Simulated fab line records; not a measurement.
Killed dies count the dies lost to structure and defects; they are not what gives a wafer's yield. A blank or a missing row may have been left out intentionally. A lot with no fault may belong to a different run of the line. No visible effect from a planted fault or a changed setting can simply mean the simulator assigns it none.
Lot-split experiment	flow berkeley-cmos170	23 wafers read across 5 lots, on a route 331 steps long

## ABOUT THE SPLIT
At UCB170_ACTIVE_COAT_08 (resist thk 900 nm), the setting resist-thk-nm was moved away from the recipe's 900 nm on 5 of the 23 wafers read, by -4.6% to +3.7%. All remaining wafers had this setting at the recipe value.

## FROM THE SPLIT TO THE READING: what the file shows between them, 2 steps
- UCB170_ACTIVE_SOFTBAKE_09: time 60 s
- UCB170_ACTIVE_EXPOSE_10: exposes mask ACTIVE, target cd 1200 nm

## THE READING
KrF_of_ACTIVE_COAT_08.thk-nm (the simulator's own value, which no gauge read), in nm, at UCB170_ACTIVE_ETCH_15 (etches Si3N4 in CH3F/Ar/O2, stops on SiO2, target depth 242 nm, time 151 s). The file gives no usual value for it. Here, 18 wafers ran the recipe; their average is 721.1 nm with a standard deviation of 4.1 nm.

wafer	tool, chamber at the split	resist-thk-nm as run, nm	against the recipe	KrF_of_ACTIVE_COAT_08.thk-nm, nm	against lot-mates on the recipe
L076.2	litho-track-04, 0	859	-4.6%	681.2	-35.0
L076.3	litho-track-04, 0	900	recipe	716	-
L076.4	litho-track-04, 0	900	recipe	716.4	-
L076.5	litho-track-04, 0	859	-4.6%	683	-33.2
L076.6	litho-track-04, 0	859	-4.6%	678.6	-37.6
L078.1	litho-track-02, 0	900	recipe	718.1	-
L078.2	litho-track-02, 0	933.1	+3.7%	753.8	+34.7
L078.3	litho-track-02, 0	933.1	+3.7%	758.6	+39.5
L078.4	litho-track-02, 0	900	recipe	721.8	-
L078.5	litho-track-02, 0	900	recipe	717.3	-
L080.1	litho-track-03, 0	900	recipe	718.7	-
L080.2	litho-track-03, 0	900	recipe	722.6	-
L080.3	litho-track-03, 0	900	recipe	729.4	-
L080.4	litho-track-03, 0	900	recipe	721.5	-
L080.6	litho-track-03, 0	900	recipe	719.1	-
L081.2	litho-track-02, 0	900	recipe	719.1	-
L081.3	litho-track-02, 0	900	recipe	718.4	-
L081.4	litho-track-02, 0	900	recipe	723	-
L085.2	litho-track-02, 0	900	recipe	729.4	-
L085.3	litho-track-02, 0	900	recipe	721.4	-
L085.4	litho-track-02, 0	900	recipe	718.7	-
L085.5	litho-track-02, 0	900	recipe	720.1	-
L085.6	litho-track-02, 0	900	recipe	728.8	-

THE FIT
A straight line over all 23 wafers: KrF_of_ACTIVE_COAT_08.thk-nm changes by +9.06 nm for each +1% of resist-thk-nm; r = +0.98; the points scatter about the line by 4 nm.
The same after taking each lot's own level away (the mean of its wafers on the recipe; 23 wafers): +8.52 nm for each +1%; r = +0.98; scatter 3.8 nm.
The reading moves by 39 nm for the largest change in resist-thk-nm, on that fit.
Across the lots, their own levels run from 716.20 to 723.68 nm, a range of 1.8 times the standard deviation given above.
Hence the lot-to-lot level has little effect on the slope; both slopes agree.
Check: with one of the wafers moved furthest among these (-4.6%) left out of the fit, the line predicts -38.8 nm for it against its lot-mates. Against them it came out at -35 nm.

## THESE WAFERS: OTHER SPLITS
Before the reading, these wafers also passed through other splits. Each is held against what the fit with the lots' levels taken away leaves over:
other split on the same wafers	wafers away from the commonest value	r with KrF_of_ACTIVE_COAT_08.thk-nm (lot level and that fit taken away)
UCB170_START_OXIDATION_02 temp-c	18	+0.20
UCB170_NWELL_CVD_04 time-s	10	+0.10
UCB170_NWELL_IMPLANT_14 energy-kev	7	+0.23
UCB170_PWELL_IMPLANT_15 energy-kev	8	+0.04
UCB170_ACTIVE_CVD_05 sih2cl2-flow-sccm	18	-0.17

## THE WHOLE CHAIN: every reading that the file lists as answering this split, in the file's order
step	what it does	reading	change (the file's fit)	r (the file's)
UCB170_ACTIVE_COAT_08	resist thk 900 nm	KrF_of_ACTIVE_COAT_08.thk-nm (the simulator's own value, which no gauge read)	+8.97 nm for each +1% of the setting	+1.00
UCB170_ACTIVE_ETCH_15	etches Si3N4 in CH3F/Ar/O2, stops on SiO2, target depth 242 nm, time 151 s	KrF_of_ACTIVE_COAT_08.thk-nm (the simulator's own value, which no gauge read)	+8.67 nm for each +1% of the setting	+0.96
UCB170_ACTIVE_STRIP_16	strips in O2	strip-time-to-endpoint-s	withheld for each +1% of the setting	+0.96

## THE FILE'S OWN FIT
KrF_of_ACTIVE_COAT_08.thk-nm changes by +8.67 nm for each +1% of resist-thk-nm, r = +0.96.
